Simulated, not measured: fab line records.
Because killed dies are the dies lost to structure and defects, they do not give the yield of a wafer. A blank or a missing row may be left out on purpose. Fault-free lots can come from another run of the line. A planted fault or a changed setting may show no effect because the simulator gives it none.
Problem report, 8D (eight disciplines) form, completed by code ; flow rit-cmos ; the parts of the form that need people (team, actions taken, sign-off) are left out

== 1. THE PROBLEM ==
NWELL_TW at RIT_NWELL_TW_MEAS_10 reads a mean of 2043 on 3 wafers of 1 lot; wafers without a fault read 2156 with a standard deviation of 22. That puts it -5.2 standard deviations away from the usual mean.
First seen on wafer L103.2, day 4 10:26, on film-metro-01. At this step, 39 wafers from 13 lots have a number in the record. By rule, "out" or "out of limits" means more than 4 standard deviations away from the usual mean. Any other wafer with a number is counted as sound.

== 2. WHAT IT IS, AND WHAT IT ISN'T ==
question;is;is not
which readings at this step;NWELL_TW;-
which lots;L103;L104, L105, L106, L108, L110, L111, L112, L114, L991, L993, L994, L997
which wafers of those lots;all that have a number;-
read on which gauges;film-metro-01;film-metro-02, film-metro-04
when;from day 4 10:26;"up to then (12 sound wafers); but 24 sound wafers of L104, L105, L106, L108, L110, L111, L112, L114 came after"

== 3. SUSPECTS, AND WHAT RULES EACH OUT ==
Counting: a tool stays on the suspect list if, at a process step up to the reading, it processed all lots that are out and no sound lot following the first of them.
- the gauge at RIT_NWELL_TW_MEAS_10: kept. All the wafers that are out were read on film-metro-01, and no step on other tools shows them out.
- litho-track-03 at RIT_NWELL_DEVELOP_05 (develop time 68 s): kept. It ran the lot that is out, L103 (day 4 09:00), and no sound lot after that; its last sound lot up to then is L997 (day 3 02:00).
What counting leaves: litho-track-03 at RIT_NWELL_DEVELOP_05 and film-metro-01 at RIT_NWELL_TW_MEAS_10.

== 4. THE CAUSE (what the simulator had put in) ==
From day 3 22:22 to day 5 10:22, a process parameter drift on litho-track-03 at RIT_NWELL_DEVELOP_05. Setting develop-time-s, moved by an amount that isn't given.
2 suspects survive the count, and this tool is in that group.

== 5. SEQUENCE OF EFFECTS, ordered by route ==
One row per reading whose mean, taken over the struck wafers that have a number, lies over 3 standard deviations from the usual. Only readings whose record carries a usual standard deviation are examined. hours: median over the lots of the time between each lot's start at the first step of this table that gives one and its start at this step. sigmas: the change, counted in usual standard deviations.
hours;step;reading;usual;on struck wafers;change;sigmas
0;RIT_NWELL_TW_MEAS_10;NWELL_TW;2156;2043;-113;-5.2

== 6. WHAT WOULD HAVE CAUGHT IT SOONER ==
Counted from the fault's start at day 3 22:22, it took 12 hours until the first out-of-limits reading at a measuring or inspecting step in this record, taken at day 4 10:26.
Of the tool readings at RIT_NWELL_DEVELOP_05 for which the record gives a usual standard deviation, none was out on any struck wafer, so an alarm limit of 4 standard deviations on them would not have fired.
Each of the lots that are out, 1 in all, had begun RIT_NWELL_DEVELOP_05 on litho-track-03 no later than day 4 10:26. A hold on the tool at that time would have spared none of them.
